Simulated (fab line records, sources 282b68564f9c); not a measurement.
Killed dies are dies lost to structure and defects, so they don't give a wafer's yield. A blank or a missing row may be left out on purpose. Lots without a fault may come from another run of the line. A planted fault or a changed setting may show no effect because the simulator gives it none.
fab line records | flow rit_cmos | part 1 of 2: steps 1 to 31 of 43
record lots=5 wafers=15 last_day=7
route steps=202 shown ACTIVE@6 FOX1@20 FOX2@23 NWELL@28 PWELL@39
lots that met no fault: from a run of the same line without faults
start_h: hours from the record's first day to the start of the lot's first wafer shown | wait_h: hours since the lot's step before | " the same as in the row above | L1.1+2: a row that stands for several wafers | - no value, or no start given | * or withheld: withheld | < > ~ a bound
route shown NAME@n: a module of which the file shows steps, and the number in the route of the first | usual: mean/standard deviation of fault-free wafers | same: alike in all rows | chamber/n: place in a boat | sites: the reading at each site | _std_site: their standard deviation | _edge_site: outer sites' mean less inner sites' | radius_mm: how far each site lies from the wafer's centre | mask NAME#n: copy n | behind: the tool/chamber that last shaped the wafer | hold: why the lot was held/for how many hours/how that ended | device: the transistor (n, p or np) that didn't switch | end of line: the same wafers' tests at the end of the route | a step without rows: its recipe alone | killed: dies lost to structure and defects at the first sort, not the wafer's yield | map: a wafer's dies, x killed, . not, _ none there
set.NAME: the setting as run; set.NAME@STEP: as run at that earlier step | model.NAME: the simulator's own value behind a step, which no gauge read
lots at some steps of the route; a table a step, a row a wafer
services: from which hour (start_h, from the record's first day; less than 0 if before it) a tool's chamber was out of use, for how many hours, and why
## steps
# step RIT_ACTIVE_HMDS_05
# recipe prime_time_s=60 prime_temp_c=140
# columns lot.wafer tool chamber start_h wait_h
L081.1+2+6 litho_track-02 0 48.65 0.1
L084.3+4+6 litho_track-02 0 63.64 0.1
L089.2+3+5 litho_track-04 0 88.61 0.1
L090.1+5+6 litho_track-02 0 93.59 0.1
L094.3+5+6 litho_track-02 0 113.64 0.1
# step RIT_ACTIVE_COAT_06
# recipe resist=NOVOLAK spin_rpm=3178 resist_thk_nm=1000
# usual spin_speed_rpm=3178.2/2.1
# columns lot.wafer tool chamber start_h wait_h spin_speed_rpm
L081.1 litho_track-02 0 48.80 0.1 3178.1
L081.2 " 0 " " 3179.9
L081.6 " 0 " " 3179.3
L084.3 litho_track-02 0 63.79 0.1 3177.4
L084.4 " 0 " " 3175.1
L084.6 " 0 " " 3175.0
L089.2 litho_track-04 0 88.77 0.1 3176.2
L089.3 " 0 " " 3180.4
L089.5 " 0 " " 3178.7
L090.1 litho_track-02 0 93.74 0.1 3178.1
L090.5 " 0 " " 3179.3
L090.6 " 0 " " 3180.1
L094.3 litho_track-02 0 113.79 0.1 3182.5
L094.5 " 0 " " 3176.0
L094.6 " 0 " " 3178.9
# step RIT_ACTIVE_SOFTBAKE_07
# recipe resist=NOVOLAK temp_c=90 time_s=60
# same time_s=60
# columns lot.wafer tool chamber start_h wait_h
L081.1+2+6 litho_track-02 0 48.95 0.1
L084.3+4+6 litho_track-02 0 63.94 0.1
L089.2+3+5 litho_track-04 0 88.92 0.1
L090.1+5+6 litho_track-02 0 93.89 0.1
L094.3+5+6 litho_track-02 0 113.94 0.1
# step RIT_ACTIVE_EXPOSE_08
# recipe mask_id=M1 na=0.6 source_shape=conventional sigma_outer=0.6 target_cd_nm=1400 dose_mj=225
# usual reticle_temp_C=22.99/0.1
# columns lot.wafer tool chamber start_h wait_h mask reticle_temp_C
L081.1 iline_stepper-01 0 49.22 0.2 M1#0 22.68
L081.2 " 0 " " M1#0 22.86
L081.6 " 0 " " M1#0 22.75
L084.3 iline_stepper-01 0 64.08 0.1 M1#0 23.10
L084.4 " 0 " " M1#0 23.11
L084.6 " 0 " " M1#0 22.97
L089.2 iline_stepper-02 0 89.18 0.2 M1#0 22.91
L089.3 " 0 " " M1#0 22.94
L089.5 " 0 " " M1#0 23.07
L090.1 iline_stepper-01 0 94.17 0.2 M1#0 22.94
L090.5 " 0 " " M1#0 23.03
L090.6 " 0 " " M1#0 22.88
L094.3 iline_stepper-01 0 114.08 0.1 M1#0 22.84
L094.5 " 0 " " M1#0 22.89
L094.6 " 0 " " M1#0 22.97
# step RIT_ACTIVE_PEB_09
# recipe resist=NOVOLAK temp_c=withheld time_s=withheld
# columns lot.wafer tool chamber start_h wait_h
L081.1+2+6 litho_track-02 0 49.34 0.1
L084.3+4+6 litho_track-02 0 64.21 0.1
L089.2+3+5 litho_track-03 0 89.32 0.1
L090.1+5+6 litho_track-02 0 94.28 0.1
L094.3+5+6 litho_track-03 0 114.21 0.1
# step RIT_ACTIVE_DEVELOP_10
# recipe resist=NOVOLAK develop_time_s=50 dev_temp_c=23
# same develop_time_s=50
# columns lot.wafer tool chamber start_h wait_h
L081.1+2+6 litho_track-02 0 - -
L084.3+4+6 litho_track-02 0 - -
L089.2+3+5 litho_track-03 0 - -
L090.1+5+6 litho_track-02 0 - -
L094.3+5+6 litho_track-03 0 - -
# step RIT_ACTIVE_CD_MEAS_11
# recipe target_cd_nm=1400
# usual cd_nm=1401.1/1.9
# columns lot.wafer tool chamber start_h wait_h cd_nm
L081.1 cd_sem-02 - 49.62 - 1403.4
L081.2 " - " " 1400.0
L081.6 " - " " 1403.3
L084.3 cd_sem-02 - 64.48 - 1401.0
L084.4 " - " " 1403.3
L084.6 " - " " 1402.6
L089.2 cd_sem-01 - 89.59 - 1401.7
L089.3 " - " " 1403.6
L089.5 " - " " 1403.7
L090.1 cd_sem-02 - 94.56 - 1402.2
L090.5 " - " " 1401.9
L090.6 " - " " 1400.7
L094.3 cd_sem-01 - 114.48 - 1401.9
L094.5 " - " " 1404.1
L094.6 " - " " 1402.6
# step RIT_ACTIVE_HARDBAKE_12
# recipe resist=NOVOLAK temp_c=140 time_s=60
# same time_s=60
# columns lot.wafer tool chamber start_h wait_h
L081.1+2+6 litho_track-02 0 49.74 0.1
L084.3+4+6 litho_track-03 0 64.61 0.1
L089.2+3+5 litho_track-03 0 89.72 0.1
L090.1+5+6 litho_track-03 0 94.68 0.1
L094.3+5+6 litho_track-04 0 114.61 0.1
# step RIT_ACTIVE_ETCH_13
# recipe stop_on=SiO2 chemistry=SF6 target=Si3N4 time_s=210 over_etch_frac=0.4 SF6_flow_sccm=200 pressure_mtorr=260 rf_w=125 target_depth_a=2100
# usual chamber_pressure_mTorr=260.00/0.21 drypump_motor_current_A=5.6/0.46 oes_product_au=0.819/0.015 throttle_valve_pct=7.57/0.15
# same time_s=210
# columns lot.wafer tool chamber start_h wait_h chamber_pressure_mTorr drypump_motor_current_A oes_product_au rf_hours_counter_h throttle_valve_pct
L081.1 rie_diel-03 0 49.89 0.1 259.91 5.5 0.799 1 7.41
L081.2 " 1 " " 260.21 5.5 0.847 88 7.37
L081.6 " 0 " " 259.84 5.5 0.807 - 7.42
L084.3 rie_diel-03 2 64.71 0.1 259.94 6.0 0.838 8 7.69
L084.4 " 0 " " 260.51 5.5 0.796 1 7.39
L084.6 " 0 " " 259.90 5.5 0.813 - 7.41
L089.2 rie_diel-03 1 89.84 0.1 260.11 5.5 0.843 89 7.35
L089.3 " 0 " " 259.66 5.5 0.812 1 7.40
L089.5 " 3 " " 260.15 5.6 0.818 - 7.58
L090.1 rie_diel-04 1 94.83 0.1 260.02 6.5 0.825 117 7.77
L090.5 " 0 " " 259.91 5.5 0.801 - 7.76
L090.6 " 1 " " 259.79 6.5 0.814 - 7.78
L094.3 rie_diel-04 0 114.71 0.1 260.15 5.5 0.807 92 7.75
L094.5 " 1 " " 259.94 6.5 0.816 - 7.78
L094.6 " 2 " " 260.20 5.7 0.827 - 7.48
# step RIT_ACTIVE_STRIP_14
# recipe chemistry=O2 time_s=180 resist=NOVOLAK platen_temp_c=withheld power_w=500 pressure_mtorr=4000 o2_flow_sccm=4000
# usual chamber_pressure_mTorr=4000/4.2 drypump_motor_current_A=5.6/0.43
# same time_s=180
# columns lot.wafer tool chamber start_h wait_h chamber_pressure_mTorr drypump_motor_current_A rf_hours_counter_h
L081.1 plasma_asher-03 0 50.03 0.1 3996 5.4 34
L081.2 " 1 " " 3999 5.4 34
L081.6 " 0 " " 4002 5.4 -
L084.3 plasma_asher-01 1 64.90 0.1 3992 6.0 -
L084.4 " 0 " " 4004 6.0 -
L084.6 " 1 " " 4000 6.0 -
L089.2 plasma_asher-01 1 89.98 0.1 4004 6.0 47
L089.3 " 0 " " 3999 5.9 -
L089.5 " 0 " " 3998 6.0 -
L090.1 plasma_asher-03 0 94.97 0.1 3999 5.4 39
L090.5 " 0 " " 4001 5.4 -
L090.6 " 1 " " 3996 5.4 -
L094.3 plasma_asher-02 0 114.90 0.1 3999 4.7 -
L094.5 " 1 " " 3995 5.5 -
L094.6 " 0 " " 4003 4.7 -
# step RIT_ACTIVE_CD_MEAS_90
# recipe target_cd_nm=1400
# usual cd_nm=1401.1/1.9
# columns lot.wafer tool chamber start_h wait_h cd_nm
L081.1 cd_sem-02 - 50.20 0.1 1403.5
L081.2 " - " " 1399.6
L081.6 " - " " 1402.8
L084.3 cd_sem-02 - 65.06 0.1 1400.6
L084.4 " - " " 1403.0
L084.6 " - " " 1402.2
L089.2 cd_sem-02 - 90.17 0.1 1401.3
L089.3 " - " " 1403.7
L089.5 " - " " 1403.5
L090.1 cd_sem-02 - 95.14 0.1 1401.9
L090.5 " - " " 1401.9
L090.6 " - " " 1401.0
L094.3 cd_sem-02 - 115.06 0.1 1401.7
L094.5 " - " " 1404.6
L094.6 " - " " 1402.4
# step RIT_ACTIVE_CLEAN_15
# recipe chemistry=SC1 mix=3:3:50 time_s=600 temp_c=75
# usual bath_heat_duty_pct=15.8/1.8
# same time_s=600
# columns lot.wafer tool chamber start_h wait_h bath_heat_duty_pct
L081.1 wet_bench-03 1 50.32 0.1 16.3
L081.2 " 1 " " 15.0
L081.6 " 1 " " 16.7
L084.3 wet_bench-03 0 65.14 0.1 16.9
L084.4 " 0 " " 16.1
L084.6 " 0 " " 15.5
L089.2 wet_bench-02 1 90.27 0.1 15.8
L089.3 " 1 " " 14.9
L089.5 " 1 " " 14.6
L090.1 wet_bench-02 1 95.26 0.1 15.7
L090.5 " 1 " " 14.7
L090.6 " 1 " " 16.2
L094.3 wet_bench-01 0 115.14 0.1 12.2
L094.5 " 0 " " 13.7
L094.6 " 0 " " 14.4
# step RIT_ACTIVE_CLEAN_16
# recipe chemistry=dHF dilution=50:1 time_s=30
# same time_s=30
# columns lot.wafer tool chamber start_h wait_h
L081.1+2+6 wet_bench-01 0 50.51 0.0
L084.3+4+6 wet_bench-02 0 65.31 0.0
L089.2+3+5 wet_bench-01 0 90.45 0.0
L090.1+5+6 wet_bench-01 3 95.44 0.0
L094.3+5+6 wet_bench-03 3 115.31 0.0
# step RIT_ACTIVE_CLEAN_17
# recipe chemistry=SC2 mix=3:3:50 time_s=600 temp_c=75 dry=n2_spin
# usual bath_heat_duty_pct=16.0/2
# same time_s=600
# columns lot.wafer tool chamber start_h wait_h bath_heat_duty_pct
L081.1 wet_bench-03 0 50.53 0.0 15.3
L081.2 " 0 " " 15.8
L081.6 " 0 " " 17.4
L084.3 wet_bench-01 0 65.33 0.0 14.0
L084.4 " 0 " " 14.3
L084.6 " 0 " " 15.0
L089.2 wet_bench-02 3 90.46 0.0 18.5
L089.3 " 3 " " 18.1
L089.5 " 3 " " 18.1
L090.1 wet_bench-03 2 95.45 0.0 17.3
L090.5 " 2 " " 16.5
L090.6 " 2 " " 17.1
L094.3 wet_bench-01 3 115.33 0.0 16.2
L094.5 " 3 " " 15.3
L094.6 " 3 " " 17.2
# step RIT_FOX1_OXIDATION_00
# recipe temp_c=1094 ambient=H2O target_thk_a=3507 p_h2o_torr=720 ox_time_s=1130
# usual spike_tc_centre_C=1097.1/1.4
# columns lot.wafer tool chamber start_h wait_h spike_tc_centre_C
L081.1 furnace-04 0 50.72 0.0 1099.8
L081.2 " 0 " " 1097.8
L081.6 " 0 " " 1098.6
L084.3 furnace-04 0 65.54 0.0 1097.4
L084.4 " 0 " " 1097.1
L084.6 " 0 " " 1096.9
L089.2 furnace-04 0 90.78 0.1 1096.4
L089.3 " 0 " " 1098.1
L089.5 " 0 " " 1098.1
L090.1 furnace-04 0 95.65 0.0 1096.0
L090.5 " 0 " " 1097.5
L090.6 " 0 " " 1098.0
L094.3 furnace-01 0 115.50 0.0 1095.9
L094.5 " 0 " " 1098.5
L094.6 " 0 " " 1097.4
# step RIT_FOX1_THK_MEAS_01
# recipe reads=SiO2_of_FOX1_OXIDATION_00
# usual FOX1_OXIDE_THK=337/7.8
# columns lot.wafer tool chamber start_h wait_h FOX1_OXIDE_THK[nm]
L081.1 film_metro-01 - 52.03 0.0 346
L081.2 " - " " 341
L081.6 " - " " 339
L084.3 film_metro-04 - 66.87 0.0 339
L084.4 " - " " 339
L084.6 " - " " 346
L089.2 film_metro-04 - 92.11 0.0 332
L089.3 " - " " 331
L089.5 " - " " 329
L090.1 film_metro-02 - 96.96 0.0 346
L090.5 " - " " 346
L090.6 " - " " 346
L094.3 film_metro-04 - 116.84 0.0 341
L094.5 " - " " 339
L094.6 " - " " 341
# step RIT_FOX1_WET_ETCH_02
# recipe chemistry=BOE target_depth_nm=350 time_s=390 temp_c=21.5 dry=n2_spin dilution=10:1 target=SiO2
# usual bath_heat_duty_pct=1.7/0.42
# same time_s=390
# columns lot.wafer tool chamber start_h wait_h bath_heat_duty_pct
L081.1 wet_bench-02 0 52.09 0.1 1.3
L081.2 " 0 " " 1.4
L081.6 " 0 " " 1.3
L084.3 wet_bench-01 2 66.91 0.0 1.8
L084.4 " 2 " " 2.1
L084.6 " 2 " " 1.7
L089.2 wet_bench-04 2 92.16 0.0 1.8
L089.3 " 2 " " 2.1
L089.5 " 2 " " 1.8
L090.1 wet_bench-02 3 97.02 0.1 2.2
L090.5 " 3 " " 1.2
L090.6 " 3 " " 2.2
L094.3 wet_bench-02 2 116.88 0.0 1.1
L094.5 " 2 " " 1.7
L094.6 " 2 " " 1.2
# step RIT_FOX2_OXIDATION_00
# recipe temp_c=1100 ambient=H2O target_thk_a=3507 p_h2o_torr=720 ox_time_s=1130
# usual spike_tc_centre_C=1102.8/1.4
# columns lot.wafer tool chamber start_h wait_h spike_tc_centre_C
L081.1 furnace-02 0 52.21 0.0 1100.9
L081.2 " 0 " " 1100.7
L081.6 " 0 " " 1102.7
L084.3 furnace-04 0 67.07 0.0 1102.2
L084.4 " 0 " " 1104.5
L084.6 " 0 " " 1103.6
L089.2 furnace-02 0 92.27 0.0 1102.9
L089.3 " 0 " " 1101.1
L089.5 " 0 " " 1102.4
L090.1 furnace-01 0 97.14 0.0 1103.3
L090.5 " 0 " " 1103.7
L090.6 " 0 " " 1104.9
L094.3 furnace-02 0 117.00 0.0 1099.7
L094.5 " 0 " " 1099.8
L094.6 " 0 " " 1100.3
# step RIT_FOX2_THK_MEAS_01
# recipe reads=SiO2_of_FOX2_OXIDATION_00
# usual FOX2_OXIDE_THK=353/6.6
# columns lot.wafer tool chamber start_h wait_h FOX2_OXIDE_THK[nm]
L081.1 film_metro-01 - 53.52 0.0 355
L081.2 " - " " 358
L081.6 " - " " 354
L084.3 film_metro-04 - 68.40 0.0 345
L084.4 " - " " 347
L084.6 " - " " 348
L089.2 film_metro-03 - 93.60 0.0 338
L089.3 " - " " 343
L089.5 " - " " 347
L090.1 film_metro-04 - 98.45 0.0 353
L090.5 " - " " 346
L090.6 " - " " 350
L094.3 film_metro-01 - 118.33 0.0 348
L094.5 " - " " 349
L094.6 " - " " 347
# step RIT_FOX2_CLEAN_02
# recipe chemistry=dHF dilution=50:1 time_s=180
# same time_s=180
# columns lot.wafer tool chamber start_h wait_h
L081.1+2+6 wet_bench-04 0 53.58 0.1
L084.3+4+6 wet_bench-04 2 68.44 0.0
L089.2+3+5 wet_bench-04 3 93.65 0.0
L090.1+5+6 wet_bench-03 0 98.51 0.1
L094.3+5+6 wet_bench-03 2 118.37 0.0
# step RIT_FOX2_WET_ETCH_03
# recipe chemistry=H3PO4 target=Si3N4 target_depth_nm=195 temp_c=165 time_s=2700
# usual bath_heat_duty_pct=29/3.8
# same time_s=2700
# columns lot.wafer tool chamber start_h wait_h bath_heat_duty_pct
L081.1 wet_bench-03 2 53.64 0.0 32
L081.2 " 2 " " 28
L081.6 " 2 " " 31
L084.3 wet_bench-03 2 68.50 0.0 31
L084.4 " 2 " " 30
L084.6 " 2 " " 32
L089.2 wet_bench-03 2 93.71 0.0 31
L089.3 " 2 " " 32
L089.5 " 2 " " 29
L090.1 wet_bench-02 3 98.57 0.0 33
L090.5 " 3 " " 34
L090.6 " 3 " " 32
L094.3 wet_bench-04 0 118.43 0.0 28
L094.5 " 0 " " 29
L094.6 " 0 " " 29
# step RIT_FOX2_THK_MEAS_90
# recipe reads=SiO2_of_FOX2_OXIDATION_00
# usual FIELD_OXIDE_LEFT_1_THK=326/6.5
# columns lot.wafer tool chamber start_h wait_h FIELD_OXIDE_LEFT_1_THK[nm]
L081.1 film_metro-03 - 54.55 0.0 329
L081.2 " - " " 331
L081.6 " - " " 327
L084.3 film_metro-04 - 69.28 0.0 318
L084.4 " - " " 319
L084.6 " - " " 320
L089.2 film_metro-04 - 94.54 0.0 311
L089.3 " - " " 316
L089.5 " - " " 320
L090.1 film_metro-04 - 99.33 0.0 326
L090.5 " - " " 319
L090.6 " - " " 324
L094.3 film_metro-01 - 119.21 0.0 321
L094.5 " - " " 322
L094.6 " - " " 320
# step RIT_NWELL_HMDS_00
# recipe prime_time_s=60 prime_temp_c=140
# columns lot.wafer tool chamber start_h wait_h
L081.1+2+6 litho_track-02 0 54.61 0.1
L084.3+4+6 litho_track-01 0 69.37 0.1
L089.2+3+5 litho_track-02 0 94.62 0.1
L090.1+5+6 litho_track-01 0 99.39 0.1
L094.3+5+6 litho_track-02 0 119.30 0.1
# step RIT_NWELL_COAT_01
# recipe resist=NOVOLAK spin_rpm=2000 resist_thk_nm=1282
# usual spin_speed_rpm=1999.8/1.1
# columns lot.wafer tool chamber start_h wait_h spin_speed_rpm
L081.1 litho_track-02 0 54.76 0.1 2000.0
L081.2 " 0 " " 1998.2
L081.6 " 0 " " 1999.4
L084.3 litho_track-01 0 69.52 0.1 2000.5
L084.4 " 0 " " 2000.2
L084.6 " 0 " " 1999.8
L089.2 litho_track-02 0 94.77 0.1 1997.4
L089.3 " 0 " " 1998.6
L089.5 " 0 " " 1999.3
L090.1 litho_track-01 0 99.54 0.1 1999.8
L090.5 " 0 " " 2001.1
L090.6 " 0 " " 1999.9
L094.3 litho_track-02 0 119.45 0.1 1999.9
L094.5 " 0 " " 1998.8
L094.6 " 0 " " 1998.8
# step RIT_NWELL_SOFTBAKE_02
# recipe resist=NOVOLAK temp_c=90 time_s=60
# same time_s=60
# columns lot.wafer tool chamber start_h wait_h
L081.1+2+6 litho_track-02 0 54.91 0.1
L084.3+4+6 litho_track-01 0 69.67 0.1
L089.2+3+5 litho_track-02 0 94.92 0.1
L090.1+5+6 litho_track-01 0 99.69 0.1
L094.3+5+6 litho_track-02 0 119.60 0.1
# step RIT_NWELL_EXPOSE_03
# recipe mask_id=M2 na=0.57 target_cd_nm=43900 dose_mj=250
# usual reticle_temp_C=23.01/0.099
# columns lot.wafer tool chamber start_h wait_h mask reticle_temp_C
L081.1 iline_stepper-01 0 55.06 0.1 M2#0 23.02
L081.2 " 0 " " M2#0 22.90
L081.6 " 0 " " M2#0 22.83
L084.3 iline_stepper-01 0 69.93 0.2 M2#0 22.82
L084.4 " 0 " " M2#0 22.97
L084.6 " 0 " " M2#0 22.98
L089.2 iline_stepper-02 0 95.19 0.2 M2#0 23.05
L089.3 " 0 " " M2#0 23.20
L089.5 " 0 " " M2#0 23.13
L090.1 iline_stepper-02 0 99.84 0.1 M2#0 23.04
L090.5 " 0 " " M2#0 22.83
L090.6 " 0 " " M2#0 23.01
L094.3 iline_stepper-02 0 119.86 0.2 M2#0 23.11
L094.5 " 0 " " M2#0 22.90
L094.6 " 0 " " M2#0 23.09
# step RIT_NWELL_PEB_04
# recipe resist=NOVOLAK temp_c=withheld time_s=withheld
# columns lot.wafer tool chamber start_h wait_h
L081.1+2+6 litho_track-03 0 55.17 0.1
L084.3+4+6 litho_track-01 0 70.06 0.1
L089.2+3+5 litho_track-02 0 95.31 0.1
L090.1+5+6 litho_track-03 0 99.98 0.1
L094.3+5+6 litho_track-02 0 119.99 0.1
# step RIT_NWELL_DEVELOP_05
# recipe resist=NOVOLAK develop_time_s=68 dev_temp_c=23
# same develop_time_s=68
# columns lot.wafer tool chamber start_h wait_h
L081.1+2+6 litho_track-03 0 - -
L084.3+4+6 litho_track-01 0 - -
L089.2+3+5 litho_track-02 0 - -
L090.1+5+6 litho_track-03 0 - -
L094.3+5+6 litho_track-02 0 - -
# step RIT_NWELL_OVL_MEAS_06
# usual NWELL_OVL=0.6/1.4
# columns lot.wafer tool chamber start_h wait_h NWELL_OVL[nm]
L081.1 overlay-02 - 55.49 - 1.2
L081.2 " - " " 0.7
L081.6 " - " " -1.0
L084.3 overlay-02 - 70.33 - 3.5
L084.4 " - " " 3.7
L084.6 " - " " 2.7
L089.2 overlay-02 - 95.61 - 0.4
L089.3 " - " " -0.2
L089.5 " - " " -0.2
L090.1 overlay-02 - 100.29 - 0.2
L090.5 " - " " 1.2
L090.6 " - " " -1.3
L094.3 overlay-02 - 120.26 - 0.5
L094.5 " - " " 0.2
L094.6 " - " " -1.7
# step RIT_NWELL_HARDBAKE_07
# recipe resist=NOVOLAK temp_c=140 time_s=120
# same time_s=120
# columns lot.wafer tool chamber start_h wait_h
L081.1+2+6 litho_track-02 0 55.52 0.0
L084.3+4+6 litho_track-02 0 70.44 0.1
L089.2+3+5 litho_track-02 0 95.68 0.1
L090.1+5+6 litho_track-01 0 100.33 0.0
L094.3+5+6 litho_track-03 0 120.37 0.1
# step RIT_NWELL_IMPLANT_08
# recipe species=P energy_kev=170 dose_cm2=5e+13 tilt_deg=7
# same implant_ion_amu=31
# columns lot.wafer tool chamber start_h wait_h
L081.1+2+6 implanter-04 0 55.77 0.2
L084.3+4+6 implanter-01 0 70.66 0.2
L089.2+3+5 implanter-01 0 95.91 0.2
L090.1+5+6 implanter-04 0 100.58 0.2
L094.3+5+6 implanter-04 0 120.59 0.2
